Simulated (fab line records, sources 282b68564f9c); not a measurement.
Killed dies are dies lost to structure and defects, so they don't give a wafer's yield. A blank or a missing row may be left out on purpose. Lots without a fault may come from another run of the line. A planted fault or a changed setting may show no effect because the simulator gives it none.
One fault seen from 2 desks | flow rit_cmos | each desk has only its own numbers; what lay behind them comes last

THE METROLOGY DESK
What the gauges read, lot by lot, whatever tool the lot ran on: means of the sampled wafers that have a number. A lot is out of limits, marked OUT, if its mean lies more than 4 standard deviations from the usual mean; the brackets give that distance.
Columns: A = cd_nm at RIT_CONTACT_CD_MEAS_08, usual 1000.0 nm; B = CONTACT_OVL at RIT_CONTACT_OVL_MEAS_09, usual -1.9 nm; C = cd_nm at RIT_CONTACT_CD_MEAS_90, usual 1000.0 nm; D = M1_AL_RS at RIT_M1_RS_MEAS_01, usual 0.0731 ohm/sq; E = M1_AL_THK at RIT_M1_THK_MEAS_02, usual 404 nm; F = cd_nm at RIT_M1_CD_MEAS_09, usual 2599.6 nm; G = M1_OVL at RIT_M1_OVL_MEAS_10, usual 1.5 nm
lot  | first seen here | A      | B    | C      | D                | E             | F      | G
L946 | day 3 19:53     | 1001.7 | -0.5 | 1001.5 | 0.0730           | 402           | 2600.4 | 3.1
L947 | day 4 00:01     | 1001.8 | -3.0 | 1001.4 | 0.0734           | 404           | 2599.8 | 1.7
L953 | day 5 05:20     | 998.8  | -2.2 | 998.8  | 0.0653 (-11) OUT | 468 (+16) OUT | 2598.0 | 0.4
L955 | day 5 15:28     | 1002.3 | -2.3 | 1002.0 | 0.0651 (-11) OUT | 470 (+17) OUT | 2597.6 | 1.4
L958 | day 6 07:10     | 999.3  | -1.6 | 999.1  | 0.0725           | 409           | 2599.4 | 1.5
L966 | day 7 21:42     | 1001.2 | -1.6 | 1001.5 | 0.0725           | 405           | 2601.3 | 3.3
This desk's finding: out of limits on L953, L955; first on L953, day 5 06:49 (M1_AL_RS at RIT_M1_RS_MEAS_01). In limits: L946, L947, L958, L966.

THE TOOL OWNER'S DESK: pvd_sputter-04
The tool's own readings at RIT_M1_SPUTTER_00 (material Al, target thk 400 nm, time 500 s): means of the sampled wafers that have a number, for each lot that ran on this tool. A lot is out of limits, marked OUT, if its mean lies more than 4 standard deviations from the usual mean; the brackets give that distance.
Columns: A = throttle_valve_pct at RIT_M1_SPUTTER_00, usual 30.9 %
lot  | first seen here | A
L946 | day 3 21:02     | 31.6
L953 | day 5 06:31     | 31.4
L955 | day 5 16:36     | 31.3
This desk's finding: nothing out of limits on any of the 3 lots.

PUT TOGETHER
The metrology desk could have raised an alarm at day 5 06:49, on L953, L955.
The tool owner's desk saw nothing out of limits.
The tool owner's desk has L953, L955 on record, within its limits.
Of the lots named, all ran RIT_M1_SPUTTER_00 on pvd_sputter-04.

WHAT THE SIMULATOR HAD PUT IN
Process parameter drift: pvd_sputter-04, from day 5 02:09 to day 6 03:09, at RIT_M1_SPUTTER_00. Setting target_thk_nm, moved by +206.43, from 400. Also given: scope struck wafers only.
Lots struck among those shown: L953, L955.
Hours from the fault's start to each desk's first reading out of limits: the metrology desk, 5.
